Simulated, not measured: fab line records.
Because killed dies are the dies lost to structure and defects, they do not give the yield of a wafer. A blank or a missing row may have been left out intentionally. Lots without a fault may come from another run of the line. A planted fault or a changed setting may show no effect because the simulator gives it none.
fab line records / flow rit-cmos
record: lots: 5 wafers: 15 last-day: 7
route steps=202 shown CONTACT@170
lots with no fault: from the same line, run without faults
start-h: hours from the record's first day to the start of the lot's first wafer shown / wait-h: hours elapsed since this lot's preceding step / " the same as in the row above / L1.1+2: a row that stands for several wafers / - no value, or no start was given / * or withheld: withheld / < > ~ a bound
route shown NAME@n: names a module that has steps shown in the file, with the first one's number in the route / usual: mean/standard deviation of fault-free wafers / same: alike in all rows / chamber/n: place in a boat / sites: each site's reading / _std_site: the standard deviation of these / _edge_site: inner sites' mean taken away from outer sites' mean / radius-mm: for every site, how far away it sits from the centre of the wafer / mask NAME#n: copy n / behind: the last tool/chamber to shape the wafer / hold: the reason the lot was held/the length of the hold in hours/how it ended / device: whichever transistor did not switch (one of n, p or np) / end of line: the tests these same wafers got at the end of their route / for a step that has no rows: nothing shown but its recipe / killed: at the first sort, the dies lost to defects and structure; wafer yield is something else / map: shows each die of a wafer: x if killed, . if not, _ if none is there
set.NAME: the setting as run; set.NAME@STEP: as run at that earlier step / model.NAME: the simulator's own value behind a step, which no gauge read
a table for each step, a row for each wafer; lots at some steps of the route
services: from which hour (start-h, from the record's first day; less than 0 if before it) a tool's chamber was out of use, for how many hours, and why
== steps ==
step: RIT_CONTACT_HMDS_02
recipe: prime-time-s: 60 prime-temp-c: 140
lot.wafer=L074.3+5+6 tool=litho-track-04 chamber=0 start-h=52.01 wait-h=0.2
lot.wafer=L080.1+3+4 tool=litho-track-02 chamber=0 start-h=88.04 wait-h=0.2
lot.wafer=L081.1+4+5 tool=litho-track-01 chamber=0 start-h=88.15 wait-h=0.1
lot.wafer=L094.3+4+6 tool=litho-track-04 chamber=0 start-h=150.16 wait-h=0.1
lot.wafer=L095.1+4+6 tool=litho-track-04 chamber=0 start-h=156.25 wait-h=0.1
step: RIT_CONTACT_COAT_03
recipe: resist: NOVOLAK spin-rpm: 3250 resist-thk-nm: 1000
usual: dispense-pressure-kPa: 55.2/2.5
lot.wafer=L074.3 tool=litho-track-04 chamber=0 start-h=52.16 wait-h=0.1 dispense-pressure-kPa=52.7
lot.wafer=L074.5 tool=litho-track-04 chamber=0 start-h=52.16 wait-h=0.1 dispense-pressure-kPa=52.7
lot.wafer=L074.6 tool=litho-track-04 chamber=0 start-h=52.16 wait-h=0.1 dispense-pressure-kPa=52.7
lot.wafer=L080.1 tool=litho-track-02 chamber=0 start-h=88.19 wait-h=0.1 dispense-pressure-kPa=55.5
lot.wafer=L080.3 tool=litho-track-02 chamber=0 start-h=88.19 wait-h=0.1 dispense-pressure-kPa=55.5
lot.wafer=L080.4 tool=litho-track-02 chamber=0 start-h=88.19 wait-h=0.1 dispense-pressure-kPa=55.5
lot.wafer=L081.1 tool=litho-track-01 chamber=0 start-h=88.30 wait-h=0.1 dispense-pressure-kPa=59.0
lot.wafer=L081.4 tool=litho-track-01 chamber=0 start-h=88.30 wait-h=0.1 dispense-pressure-kPa=58.9
lot.wafer=L081.5 tool=litho-track-01 chamber=0 start-h=88.30 wait-h=0.1 dispense-pressure-kPa=59.0
lot.wafer=L094.3 tool=litho-track-04 chamber=0 start-h=150.31 wait-h=0.1 dispense-pressure-kPa=52.7
lot.wafer=L094.4 tool=litho-track-04 chamber=0 start-h=150.31 wait-h=0.1 dispense-pressure-kPa=52.8
lot.wafer=L094.6 tool=litho-track-04 chamber=0 start-h=150.31 wait-h=0.1 dispense-pressure-kPa=52.8
lot.wafer=L095.1 tool=litho-track-04 chamber=0 start-h=156.40 wait-h=0.1 dispense-pressure-kPa=52.7
lot.wafer=L095.4 tool=litho-track-04 chamber=0 start-h=156.40 wait-h=0.1 dispense-pressure-kPa=52.8
lot.wafer=L095.6 tool=litho-track-04 chamber=0 start-h=156.40 wait-h=0.1 dispense-pressure-kPa=52.7
step: RIT_CONTACT_SOFTBAKE_04
recipe: resist: NOVOLAK temp-c: 90 time-s: 60
usual: plate-temp-C: 89.98/0.11
lot.wafer=L074.3 tool=litho-track-04 chamber=0 start-h=52.31 wait-h=0.1 plate-temp-C=90.09
lot.wafer=L074.5 tool=litho-track-04 chamber=0 start-h=52.31 wait-h=0.1 plate-temp-C=90.04
lot.wafer=L074.6 tool=litho-track-04 chamber=0 start-h=52.31 wait-h=0.1 plate-temp-C=90.12
lot.wafer=L080.1 tool=litho-track-02 chamber=0 start-h=88.34 wait-h=0.1 plate-temp-C=89.97
lot.wafer=L080.3 tool=litho-track-02 chamber=0 start-h=88.34 wait-h=0.1 plate-temp-C=89.92
lot.wafer=L080.4 tool=litho-track-02 chamber=0 start-h=88.34 wait-h=0.1 plate-temp-C=90.25
lot.wafer=L081.1 tool=litho-track-01 chamber=0 start-h=88.45 wait-h=0.1 plate-temp-C=89.92
lot.wafer=L081.4 tool=litho-track-01 chamber=0 start-h=88.45 wait-h=0.1 plate-temp-C=89.85
lot.wafer=L081.5 tool=litho-track-01 chamber=0 start-h=88.45 wait-h=0.1 plate-temp-C=89.80
lot.wafer=L094.3 tool=litho-track-04 chamber=0 start-h=150.46 wait-h=0.1 plate-temp-C=89.96
lot.wafer=L094.4 tool=litho-track-04 chamber=0 start-h=150.46 wait-h=0.1 plate-temp-C=89.96
lot.wafer=L094.6 tool=litho-track-04 chamber=0 start-h=150.46 wait-h=0.1 plate-temp-C=89.95
lot.wafer=L095.1 tool=litho-track-04 chamber=0 start-h=156.55 wait-h=0.1 plate-temp-C=89.86
lot.wafer=L095.4 tool=litho-track-04 chamber=0 start-h=156.55 wait-h=0.1 plate-temp-C=90.01
lot.wafer=L095.6 tool=litho-track-04 chamber=0 start-h=156.55 wait-h=0.1 plate-temp-C=90.00
step: RIT_CONTACT_EXPOSE_05
recipe: mask-id: M11 na: 0.6 source-shape: conventional sigma-outer: 0.5 target-cd-nm: 1000 dose-mj: 250
lot.wafer=L074.3+5+6 tool=iline-stepper-02 chamber=0 start-h=52.57 wait-h=0.2 mask=M11#0
lot.wafer=L080.1+3+4 tool=iline-stepper-02 chamber=0 start-h=88.49 wait-h=0.1 mask=M11#0
lot.wafer=L081.1+4+5 tool=iline-stepper-01 chamber=0 start-h=88.73 wait-h=0.3 mask=M11#0
lot.wafer=L094.3+4+6 tool=iline-stepper-01 chamber=0 start-h=150.72 wait-h=0.2 mask=M11#0
lot.wafer=L095.1+4+6 tool=iline-stepper-01 chamber=0 start-h=156.70 wait-h=0.1 mask=M11#0
step: RIT_CONTACT_PEB_06
recipe: resist: NOVOLAK temp-c: withheld time-s: withheld
lot.wafer=L074.3+5+6 tool=litho-track-04 chamber=0 start-h=52.70 wait-h=0.1
lot.wafer=L080.1+3+4 tool=litho-track-01 chamber=0 start-h=88.61 wait-h=0.1
lot.wafer=L081.1+4+5 tool=litho-track-02 chamber=0 start-h=88.96 wait-h=0.2
lot.wafer=L094.3+4+6 tool=litho-track-02 chamber=0 start-h=150.85 wait-h=0.1
lot.wafer=L095.1+4+6 tool=litho-track-04 chamber=0 start-h=156.82 wait-h=0.1
step: RIT_CONTACT_DEVELOP_07
recipe: resist: NOVOLAK develop-time-s: 120 dev-temp-c: 23
usual: developer-temp-C: 23.01/0.11
lot.wafer=L074.3 tool=litho-track-04 chamber=0 start-h=- wait-h=- developer-temp-C=23.10
lot.wafer=L074.5 tool=litho-track-04 chamber=0 start-h=- wait-h=- developer-temp-C=23.03
lot.wafer=L074.6 tool=litho-track-04 chamber=0 start-h=- wait-h=- developer-temp-C=23.30
lot.wafer=L080.1 tool=litho-track-01 chamber=0 start-h=- wait-h=- developer-temp-C=22.77
lot.wafer=L080.3 tool=litho-track-01 chamber=0 start-h=- wait-h=- developer-temp-C=22.91
lot.wafer=L080.4 tool=litho-track-01 chamber=0 start-h=- wait-h=- developer-temp-C=22.81
lot.wafer=L081.1 tool=litho-track-02 chamber=0 start-h=- wait-h=- developer-temp-C=22.86
lot.wafer=L081.4 tool=litho-track-02 chamber=0 start-h=- wait-h=- developer-temp-C=22.77
lot.wafer=L081.5 tool=litho-track-02 chamber=0 start-h=- wait-h=- developer-temp-C=23.04
lot.wafer=L094.3 tool=litho-track-02 chamber=0 start-h=- wait-h=- developer-temp-C=23.07
lot.wafer=L094.4 tool=litho-track-02 chamber=0 start-h=- wait-h=- developer-temp-C=22.82
lot.wafer=L094.6 tool=litho-track-02 chamber=0 start-h=- wait-h=- developer-temp-C=22.96
lot.wafer=L095.1 tool=litho-track-04 chamber=0 start-h=- wait-h=- developer-temp-C=22.91
lot.wafer=L095.4 tool=litho-track-04 chamber=0 start-h=- wait-h=- developer-temp-C=22.86
lot.wafer=L095.6 tool=litho-track-04 chamber=0 start-h=- wait-h=- developer-temp-C=23.07
step: RIT_CONTACT_CD_MEAS_08
recipe: target-cd-nm: 1000
usual: cd-nm: 998.8/2.4
lot.wafer=L074.3 tool=cd-sem-02 chamber=- start-h=53.09 wait-h=- cd-nm=996.3
lot.wafer=L074.5 tool=cd-sem-02 chamber=- start-h=53.09 wait-h=- cd-nm=996.2
lot.wafer=L074.6 tool=cd-sem-02 chamber=- start-h=53.09 wait-h=- cd-nm=995.0
lot.wafer=L080.1 tool=cd-sem-02 chamber=- start-h=89.01 wait-h=- cd-nm=998.3
lot.wafer=L080.3 tool=cd-sem-02 chamber=- start-h=89.01 wait-h=- cd-nm=998.5
lot.wafer=L080.4 tool=cd-sem-02 chamber=- start-h=89.01 wait-h=- cd-nm=998.4
lot.wafer=L081.1 tool=cd-sem-01 chamber=- start-h=89.36 wait-h=- cd-nm=998.5
lot.wafer=L081.4 tool=cd-sem-01 chamber=- start-h=89.36 wait-h=- cd-nm=999.8
lot.wafer=L081.5 tool=cd-sem-01 chamber=- start-h=89.36 wait-h=- cd-nm=996.2
lot.wafer=L094.3 tool=cd-sem-01 chamber=- start-h=151.24 wait-h=- cd-nm=1000.7
lot.wafer=L094.4 tool=cd-sem-01 chamber=- start-h=151.24 wait-h=- cd-nm=1002.9
lot.wafer=L094.6 tool=cd-sem-01 chamber=- start-h=151.24 wait-h=- cd-nm=1000.1
lot.wafer=L095.1 tool=cd-sem-02 chamber=- start-h=157.22 wait-h=- cd-nm=997.6
lot.wafer=L095.4 tool=cd-sem-02 chamber=- start-h=157.22 wait-h=- cd-nm=996.8
lot.wafer=L095.6 tool=cd-sem-02 chamber=- start-h=157.22 wait-h=- cd-nm=996.6
step: RIT_CONTACT_OVL_MEAS_09
usual: CONTACT_OVL: -0.6/1.4
lot.wafer=L074.3 tool=overlay-02 chamber=- start-h=53.18 wait-h=0.1 CONTACT_OVL[nm]=-2.7
lot.wafer=L074.5 tool=overlay-02 chamber=- start-h=53.18 wait-h=0.1 CONTACT_OVL[nm]=-1.2
lot.wafer=L074.6 tool=overlay-02 chamber=- start-h=53.18 wait-h=0.1 CONTACT_OVL[nm]=-0.9
lot.wafer=L080.1 tool=overlay-01 chamber=- start-h=89.13 wait-h=0.1 CONTACT_OVL[nm]=-0.7
lot.wafer=L080.3 tool=overlay-01 chamber=- start-h=89.13 wait-h=0.1 CONTACT_OVL[nm]=-1.7
lot.wafer=L080.4 tool=overlay-01 chamber=- start-h=89.13 wait-h=0.1 CONTACT_OVL[nm]=-2.7
lot.wafer=L081.1 tool=overlay-02 chamber=- start-h=89.48 wait-h=0.1 CONTACT_OVL[nm]=0.5
lot.wafer=L081.4 tool=overlay-02 chamber=- start-h=89.48 wait-h=0.1 CONTACT_OVL[nm]=-0.6
lot.wafer=L081.5 tool=overlay-02 chamber=- start-h=89.48 wait-h=0.1 CONTACT_OVL[nm]=-2.2
lot.wafer=L094.3 tool=overlay-01 chamber=- start-h=151.33 wait-h=0.1 CONTACT_OVL[nm]=0.4
lot.wafer=L094.4 tool=overlay-01 chamber=- start-h=151.33 wait-h=0.1 CONTACT_OVL[nm]=1.6
lot.wafer=L094.6 tool=overlay-01 chamber=- start-h=151.33 wait-h=0.1 CONTACT_OVL[nm]=0.1
lot.wafer=L095.1 tool=overlay-02 chamber=- start-h=157.34 wait-h=0.1 CONTACT_OVL[nm]=-0.1
lot.wafer=L095.4 tool=overlay-02 chamber=- start-h=157.34 wait-h=0.1 CONTACT_OVL[nm]=-1.9
lot.wafer=L095.6 tool=overlay-02 chamber=- start-h=157.34 wait-h=0.1 CONTACT_OVL[nm]=0.4
step: RIT_CONTACT_HARDBAKE_10
recipe: resist: NOVOLAK temp-c: 140 time-s: 60
usual: plate-temp-C: 139.98/0.14
lot.wafer=L074.3 tool=litho-track-01 chamber=0 start-h=53.26 wait-h=0.1 plate-temp-C=140.00
lot.wafer=L074.5 tool=litho-track-01 chamber=0 start-h=53.26 wait-h=0.1 plate-temp-C=139.96
lot.wafer=L074.6 tool=litho-track-01 chamber=0 start-h=53.26 wait-h=0.1 plate-temp-C=139.87
lot.wafer=L080.1 tool=litho-track-04 chamber=0 start-h=89.21 wait-h=0.1 plate-temp-C=140.16
lot.wafer=L080.3 tool=litho-track-04 chamber=0 start-h=89.21 wait-h=0.1 plate-temp-C=140.16
lot.wafer=L080.4 tool=litho-track-04 chamber=0 start-h=89.21 wait-h=0.1 plate-temp-C=140.05
lot.wafer=L081.1 tool=litho-track-02 chamber=0 start-h=89.52 wait-h=0.0 plate-temp-C=140.24
lot.wafer=L081.4 tool=litho-track-02 chamber=0 start-h=89.52 wait-h=0.0 plate-temp-C=139.75
lot.wafer=L081.5 tool=litho-track-02 chamber=0 start-h=89.52 wait-h=0.0 plate-temp-C=140.08
lot.wafer=L094.3 tool=litho-track-02 chamber=0 start-h=151.40 wait-h=0.1 plate-temp-C=139.92
lot.wafer=L094.4 tool=litho-track-02 chamber=0 start-h=151.40 wait-h=0.1 plate-temp-C=139.75
lot.wafer=L094.6 tool=litho-track-02 chamber=0 start-h=151.40 wait-h=0.1 plate-temp-C=139.80
lot.wafer=L095.1 tool=litho-track-02 chamber=0 start-h=157.38 wait-h=0.0 plate-temp-C=139.65
lot.wafer=L095.4 tool=litho-track-02 chamber=0 start-h=157.38 wait-h=0.0 plate-temp-C=139.98
lot.wafer=L095.6 tool=litho-track-02 chamber=0 start-h=157.38 wait-h=0.0 plate-temp-C=140.00
step: RIT_CONTACT_ETCH_11
recipe: target-depth-a: 4800 over-etch-frac: 0.2 stop-on: TiSi2 chemistry: CHF3/CF4/Ar target: SiO2 CHF3_flow_sccm: 50 cf4-flow-sccm: 10 Ar_flow_sccm: 100 O2_flow_sccm: 5 pressure-mtorr: 100 rf-w: 200 time-s: 320
usual: drypump-motor-current-A: 5.7/0.39 mfc-ar-sccm: 100.00/0.29 oes-product-au: 0.983/0.015 throttle-valve-pct: 8.90/0.12
lot.wafer=L074.3 tool=rie-diel-01 chamber=2 start-h=53.36 wait-h=0.1 drypump-motor-current-A=5.7 mfc-ar-sccm=100.16 oes-product-au=0.988 rf-hours-counter-h=25 throttle-valve-pct=8.64
lot.wafer=L074.5 tool=rie-diel-01 chamber=0 start-h=53.36 wait-h=0.1 drypump-motor-current-A=6.4 mfc-ar-sccm=100.04 oes-product-au=0.971 rf-hours-counter-h=- throttle-valve-pct=9.10
lot.wafer=L074.6 tool=rie-diel-01 chamber=1 start-h=53.36 wait-h=0.1 drypump-motor-current-A=5.1 mfc-ar-sccm=100.10 oes-product-au=0.971 rf-hours-counter-h=- throttle-valve-pct=9.03
lot.wafer=L080.1 tool=rie-diel-04 chamber=1 start-h=89.36 wait-h=0.1 drypump-motor-current-A=5.6 mfc-ar-sccm=100.11 oes-product-au=1.001 rf-hours-counter-h=112 throttle-valve-pct=8.87
lot.wafer=L080.3 tool=rie-diel-04 chamber=3 start-h=89.36 wait-h=0.1 drypump-motor-current-A=5.3 mfc-ar-sccm=100.27 oes-product-au=0.955 rf-hours-counter-h=87 throttle-valve-pct=8.77
lot.wafer=L080.4 tool=rie-diel-04 chamber=2 start-h=89.36 wait-h=0.1 drypump-motor-current-A=5.8 mfc-ar-sccm=100.53 oes-product-au=0.982 rf-hours-counter-h=40 throttle-valve-pct=8.94
lot.wafer=L081.1 tool=rie-diel-02 chamber=2 start-h=89.67 wait-h=0.1 drypump-motor-current-A=6.1 mfc-ar-sccm=100.44 oes-product-au=0.970 rf-hours-counter-h=5 throttle-valve-pct=8.88
lot.wafer=L081.4 tool=rie-diel-02 chamber=1 start-h=89.67 wait-h=0.1 drypump-motor-current-A=6.2 mfc-ar-sccm=99.82 oes-product-au=0.998 rf-hours-counter-h=6 throttle-valve-pct=9.01
lot.wafer=L081.5 tool=rie-diel-02 chamber=0 start-h=89.67 wait-h=0.1 drypump-motor-current-A=5.0 mfc-ar-sccm=99.97 oes-product-au=1.001 rf-hours-counter-h=- throttle-valve-pct=8.87
lot.wafer=L094.3 tool=rie-diel-04 chamber=0 start-h=151.50 wait-h=0.1 drypump-motor-current-A=5.6 mfc-ar-sccm=100.15 oes-product-au=0.994 rf-hours-counter-h=149 throttle-valve-pct=8.76
lot.wafer=L094.4 tool=rie-diel-04 chamber=3 start-h=151.50 wait-h=0.1 drypump-motor-current-A=5.3 mfc-ar-sccm=99.84 oes-product-au=0.968 rf-hours-counter-h=89 throttle-valve-pct=8.78
lot.wafer=L094.6 tool=rie-diel-04 chamber=1 start-h=151.50 wait-h=0.1 drypump-motor-current-A=5.6 mfc-ar-sccm=99.85 oes-product-au=0.987 rf-hours-counter-h=- throttle-valve-pct=8.86
lot.wafer=L095.1 tool=rie-diel-04 chamber=1 start-h=157.53 wait-h=0.1 drypump-motor-current-A=5.6 mfc-ar-sccm=99.65 oes-product-au=0.999 rf-hours-counter-h=114 throttle-valve-pct=8.86
lot.wafer=L095.4 tool=rie-diel-04 chamber=0 start-h=157.53 wait-h=0.1 drypump-motor-current-A=5.6 mfc-ar-sccm=99.95 oes-product-au=0.989 rf-hours-counter-h=149 throttle-valve-pct=8.75
lot.wafer=L095.6 tool=rie-diel-04 chamber=3 start-h=157.53 wait-h=0.1 drypump-motor-current-A=5.3 mfc-ar-sccm=99.90 oes-product-au=0.964 rf-hours-counter-h=- throttle-valve-pct=8.78
step: RIT_CONTACT_STRIP_12
recipe: chemistry: O2 time-s: 180 resist: NOVOLAK platen-temp-c: withheld power-w: 500 pressure-mtorr: 4000 o2-flow-sccm: 4000
usual: drypump-motor-current-A: 6.1/0.41
lot.wafer=L074.3 tool=plasma-asher-03 chamber=0 start-h=53.61 wait-h=0.2 drypump-motor-current-A=5.9 rf-hours-counter-h=-
lot.wafer=L074.5 tool=plasma-asher-03 chamber=1 start-h=53.61 wait-h=0.2 drypump-motor-current-A=6.3 rf-hours-counter-h=-
lot.wafer=L074.6 tool=plasma-asher-03 chamber=0 start-h=53.61 wait-h=0.2 drypump-motor-current-A=5.9 rf-hours-counter-h=-
lot.wafer=L080.1 tool=plasma-asher-03 chamber=0 start-h=89.55 wait-h=0.1 drypump-motor-current-A=5.9 rf-hours-counter-h=45
lot.wafer=L080.3 tool=plasma-asher-03 chamber=0 start-h=89.55 wait-h=0.1 drypump-motor-current-A=5.9 rf-hours-counter-h=-
lot.wafer=L080.4 tool=plasma-asher-03 chamber=1 start-h=89.55 wait-h=0.1 drypump-motor-current-A=6.3 rf-hours-counter-h=-
lot.wafer=L081.1 tool=plasma-asher-04 chamber=0 start-h=89.86 wait-h=0.1 drypump-motor-current-A=6.8 rf-hours-counter-h=30
lot.wafer=L081.4 tool=plasma-asher-04 chamber=0 start-h=89.86 wait-h=0.1 drypump-motor-current-A=6.8 rf-hours-counter-h=-
lot.wafer=L081.5 tool=plasma-asher-04 chamber=1 start-h=89.86 wait-h=0.1 drypump-motor-current-A=5.5 rf-hours-counter-h=-
lot.wafer=L094.3 tool=plasma-asher-03 chamber=1 start-h=151.76 wait-h=0.2 drypump-motor-current-A=6.3 rf-hours-counter-h=-
lot.wafer=L094.4 tool=plasma-asher-03 chamber=0 start-h=151.76 wait-h=0.2 drypump-motor-current-A=5.9 rf-hours-counter-h=-
lot.wafer=L094.6 tool=plasma-asher-03 chamber=1 start-h=151.76 wait-h=0.2 drypump-motor-current-A=6.3 rf-hours-counter-h=-
lot.wafer=L095.1 tool=plasma-asher-01 chamber=1 start-h=157.72 wait-h=0.1 drypump-motor-current-A=6.1 rf-hours-counter-h=2
lot.wafer=L095.4 tool=plasma-asher-01 chamber=1 start-h=157.72 wait-h=0.1 drypump-motor-current-A=6.1 rf-hours-counter-h=-
lot.wafer=L095.6 tool=plasma-asher-01 chamber=0 start-h=157.72 wait-h=0.1 drypump-motor-current-A=5.9 rf-hours-counter-h=-
== services ==
tool=plasma-asher-03 chamber=- start-h=45.70 hours=3.9 kind=repair
tool=rie-diel-02 chamber=0 start-h=51.41 hours=5.0 kind=repair
tool=rie-diel-02 chamber=1 start-h=53.56 hours=2.0 kind=repair
tool=iline-stepper-02 chamber=- start-h=66.55 hours=1.7 kind=pm
tool=plasma-asher-04 chamber=- start-h=67.36 hours=4.3 kind=pm
tool=rie-diel-02 chamber=0 start-h=76.21 hours=10.0 kind=repair
tool=rie-diel-04 chamber=2 start-h=78.25 hours=10.4 kind=repair
tool=plasma-asher-01 chamber=- start-h=86.36 hours=44.0 kind=repair
tool=rie-diel-01 chamber=- start-h=120.40 hours=0.3 kind=repair
tool=iline-stepper-01 chamber=0 start-h=121.04 hours=- kind=calibration
tool=rie-diel-01 chamber=3 start-h=127.01 hours=20.2 kind=repair
tool=plasma-asher-01 chamber=- start-h=130.40 hours=9.0 kind=pm
tool=plasma-asher-01 chamber=0 start-h=130.40 hours=9.0 kind=vent-cycle
tool=plasma-asher-01 chamber=1 start-h=130.40 hours=9.0 kind=vent-cycle
tool=litho-track-02 chamber=- start-h=131.90 hours=- kind=consumable-replace:filter
tool=rie-diel-01 chamber=0 start-h=133.54 hours=6.1 kind=repair
tool=plasma-asher-01 chamber=0 start-h=139.40 hours=- kind=clean
tool=plasma-asher-01 chamber=1 start-h=139.40 hours=- kind=clean
tool=plasma-asher-03 chamber=- start-h=142.21 hours=2.9 kind=repair
tool=rie-diel-02 chamber=- start-h=145.50 hours=0.2 kind=repair
== key ==
fault none
